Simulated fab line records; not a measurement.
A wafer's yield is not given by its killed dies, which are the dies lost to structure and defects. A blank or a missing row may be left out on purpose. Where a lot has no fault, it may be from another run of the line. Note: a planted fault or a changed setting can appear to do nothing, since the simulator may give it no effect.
Struck lot and sound lot, side by side ; flow berkeley cmos170 ; 20 steps out of a route of 331
Sound: wafers L106.2, L106.5, L106.6. Wafers struck: L113.3, L113.4, L113.5. The cause is named last.
At each step with rows: each side's tool, then ch and its chambers, then its first start. Under that, the readings that differ: sound wafers ; struck wafers ; difference of the means ; sigmas: that difference in standard deviations of wafers without a fault.
alike: words and numbers the same on both sides, and readings whose means are apart by under 2 such deviations; not compared: readings that were withheld, readings missing a value for some wafer, numbers with overlapping values and no deviation given by the record, and bounds like >300 which may hide the same value.
The two part at a step that has a row with sigmas, a row that says differs or no value, or rows on one side only. Non-overlapping numbers with no deviation appear without sigmas and do not part them. A reading missing from all wafers of one side parts the sides only when that side holds two or more wafers.

UCB170_CONTACT_ETCH_17: etches BARC in N2/H2.
  sound on rie diel-04 ch 0,2,3, day 9 09:26; struck on rie diel-02 ch 1,3, day 10 15:23
  alike: drypump motor current A, oes product au, throttle valve pct
UCB170_CONTACT_ETCH_18: etches PSG in CHF3/CF4/Ar, stops on TiSi2, target depth 840 nm, time 195 s.
  sound on rie diel-04 ch 0,2,3; struck on rie diel-02 ch 1,3
  alike: drypump motor current A, oes product au, throttle valve pct
  not compared: rf hours counter h
UCB170_CONTACT_STRIP_19: strips in O2.
  sound on plasma asher-01 ch 0,1, day 9 09:36; struck on plasma asher-03 ch 0,1, day 10 15:35
  alike: drypump motor current A, oes product au
  not compared: rf hours counter h
UCB170_CONTACT_CD_MEAS_90: target cd 700 nm.
  sound: cd sem-01 at day 9 09:54; struck: cd sem-02 at day 10 15:41
reading;sound;struck;difference;sigmas
cd nm (nm);701.9 699.2 700.9;696.3 696.6 697.1;-4.0;-3
then, 1 step without rows for these wafers: UCB170_CONTACT_CLEAN_20 (cleans in SPM, time 600 s).
UCB170_M1_SPUTTER_00: material Al, target thk 600 nm, time 83.86 s.
  sound: pvd sputter-01 at day 9 10:11; struck: pvd sputter-04 at day 10 15:57
  alike: throttle valve pct
UCB170_M1_RS_MEAS_01: uses a four-point probe to measure.
  sound: film metro-01 at day 9 10:16; struck: film metro-01 at day 10 16:03
  alike: M1_AL_RS
UCB170_M1_THK_MEAS_02: measures by xrf.
  sound: film metro-01 at day 9 10:22; struck: film metro-01 at day 10 16:09
  alike: M1_AL_THK
then, 4 steps without rows for these wafers: UCB170_M1_COAT_03; UCB170_M1_COAT_04 (resist thk 900 nm); UCB170_M1_SOFTBAKE_05 (time 60 s); UCB170_M1_EXPOSE_06 (exposes mask METAL1, target cd 700 nm).
UCB170_M1_PEB_07:
  sound on litho track-03 ch 0, day 9 11:08; struck on litho track-02 ch 0, day 10 17:02
reading;sound;struck;difference;sigmas
heater power total W (W);56.72 56.79 56.81;59.79 59.68 59.79;+2.98;+68
then, 1 step without rows for these wafers: UCB170_M1_DEVELOP_08 (develop time 45 s).
UCB170_M1_CD_MEAS_09: target cd 700 nm.
  sound: cd sem-01 at day 9 11:29; struck: cd sem-02 at day 10 17:40
reading;sound;struck;difference;sigmas
cd nm (nm);698.4 699.1 698.7;707.3 707.3 708.9;+9.1;+7
  not compared: hold
UCB170_M1_OVL_MEAS_10:
  sound: overlay-01 at day 9 11:35; struck: overlay-02 at day 10 19:17
reading;sound;struck;difference;sigmas
hold;- - -;await dispo/1.5h/release await dispo/1.5h/release await dispo/1.5h/release;no value on the sound wafers;
  alike: M1_OVL
UCB170_M1_ETCH_11: etches BARC in N2/H2.
  sound on rie diel-02 ch 1,2,3, day 9 11:37; struck on rie diel-04 ch 0,1, day 10 19:18
reading;sound;struck;difference;sigmas
model.M1.cd nm (nm);698.9 699.6 698.4;707.4 707.2 709.1;+8.9;
  alike: drypump motor current A, oes product au, throttle valve pct
UCB170_M1_METAL_ETCH_12: etches Al in Cl2/BCl3, stops on PSG, target depth 780 nm, time 125.9 s.
  sound on rie metal-03 ch 0,1, day 9 11:40; struck on rie metal-01 ch 0,1, day 10 19:23
reading;sound;struck;difference;sigmas
model.M1.cd nm (nm);704.5 703.2 702.7;707.5 707.4 709.5;+4.7;
  alike: drypump motor current A, oes product au, throttle valve pct
  not compared: rf hours counter h
UCB170_M1_STRIP_13: strips in O2.
  sound on plasma asher-04 ch 0,1, day 9 11:47; struck on plasma asher-01 ch 0,1, day 10 19:31
  alike: drypump motor current A, oes product au
  not compared: rf hours counter h
UCB170_M3_PROBE_99:
  the record has rows for the struck wafers here (prober-02, day 11 19:47) and none for the sound ones

== WHERE THEY PART ==
First at UCB170_CONTACT_CD_MEAS_90; last, within this record, at UCB170_M3_PROBE_99.

WHY: what had been put in by the simulator
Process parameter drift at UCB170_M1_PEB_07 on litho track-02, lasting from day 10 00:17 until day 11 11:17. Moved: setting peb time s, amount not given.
